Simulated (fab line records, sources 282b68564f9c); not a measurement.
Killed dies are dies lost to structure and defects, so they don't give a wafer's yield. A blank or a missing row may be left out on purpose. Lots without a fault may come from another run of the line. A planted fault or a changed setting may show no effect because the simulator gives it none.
Problem report in the 8D (eight disciplines) form, filled by code | flow rit_cmos | the parts of the form that need people (team, actions taken, sign-off) are left out

1. THE PROBLEM
ACTIVE_NITRIDE_THK at RIT_ACTIVE_THK_MEAS_04 reads a mean of 285.9 nm on 6 wafers of 2 lots; wafers without a fault read 150.5 nm with a standard deviation of 1.1. That is +99 or more standard deviations from the usual mean.
First seen on wafer L350.3, day 4 16:40, on film_metro-01. The record holds 42 wafers of 14 lots with a number at this step. Rule for "out", or "out of limits": more than 4 standard deviations from the usual mean. The other wafers with a number count as sound.

2. WHAT IT IS AND WHAT IT IS NOT
question                    | is                     | is not
which readings at this step | ACTIVE_NITRIDE_THK     | -
which lots                  | L350, L351             | L336, L338, L339, L340, L341, L344, L345, L352, L353, L354, L355, L358
which wafers of those lots  | all that have a number | -
read on which gauges        | film_metro-01          | film_metro-02, film_metro-04
when                        | from day 4 16:40       | up to then (21 sound wafers); but 15 sound wafers of L352, L353, L354, L355, L358 came after

3. SUSPECTS, AND WHAT RULES EACH OUT
Counting: a tool at a process step up to the reading stays a suspect if it ran every lot that is out and no sound lot after the first of them.
- the gauge at RIT_ACTIVE_THK_MEAS_04: ruled out. All the wafers that are out were read on film_metro-01, but those of them that RIT_ACTIVE_ETCH_13 has rows for are out there too, on other tools.
- lpcvd-01 at RIT_ACTIVE_CVD_03 (deposits Si3N4 from SiH2Cl2/NH3, target thk 150 nm, time 1500 s): ruled out as a lasting fault. Sound lots L352, L354 ran on it after its first lot that is out, L350 (day 4 15:13).
Left after counting: nothing in the record.

4. THE CAUSE (what the simulator had put in)
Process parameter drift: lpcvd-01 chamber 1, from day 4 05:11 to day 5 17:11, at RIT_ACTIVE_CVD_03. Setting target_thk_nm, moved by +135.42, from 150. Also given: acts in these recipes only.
Counting ruled it out, wrongly: the rule takes a fault to strike every lot that its tool runs from its start on, and this one did not.

5. THE CHAIN OF EFFECTS, in route order
Each row: a reading whose mean over the struck wafers that have a number lies more than 3 standard deviations from the usual. Only readings for which the record gives a usual standard deviation are gone through. hours: the time from each lot's start at the first step in this table that gives one to its start at this step, as a median over the lots. sigmas: the change in usual standard deviations.
hours | step                   | reading             | usual      | on struck wafers | change | sigmas
0     | RIT_ACTIVE_THK_MEAS_04 | ACTIVE_NITRIDE_THK  | 150.5 nm   | 285.9            | +135.4 | +99 or more
1     | RIT_ACTIVE_ETCH_13     | oes_product_au      | 0.821 a.u. | 1.007            | +0.186 | +12
49    | RIT_M1_PROBE_99        | killed_at_front_end | 7          | 264              | +257   | +86
49    | RIT_M1_PROBE_99        | killed_dies         | 7          | 264              | +257   | +83
49    | RIT_M1_PROBE_99        | killed_on_rim       | 1.8        | 70.0             | +68.2  | +49
The process steps in it:
- RIT_ACTIVE_ETCH_13: etches Si3N4 in SF6, stops on SiO2, time 210 s, target depth 210 nm.
- RIT_M1_PROBE_99

6. WHAT WOULD HAVE CAUGHT IT SOONER
In this record the first reading out of limits at a measuring or inspecting step was taken at day 4 16:40, 11 hours after the fault began at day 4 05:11.
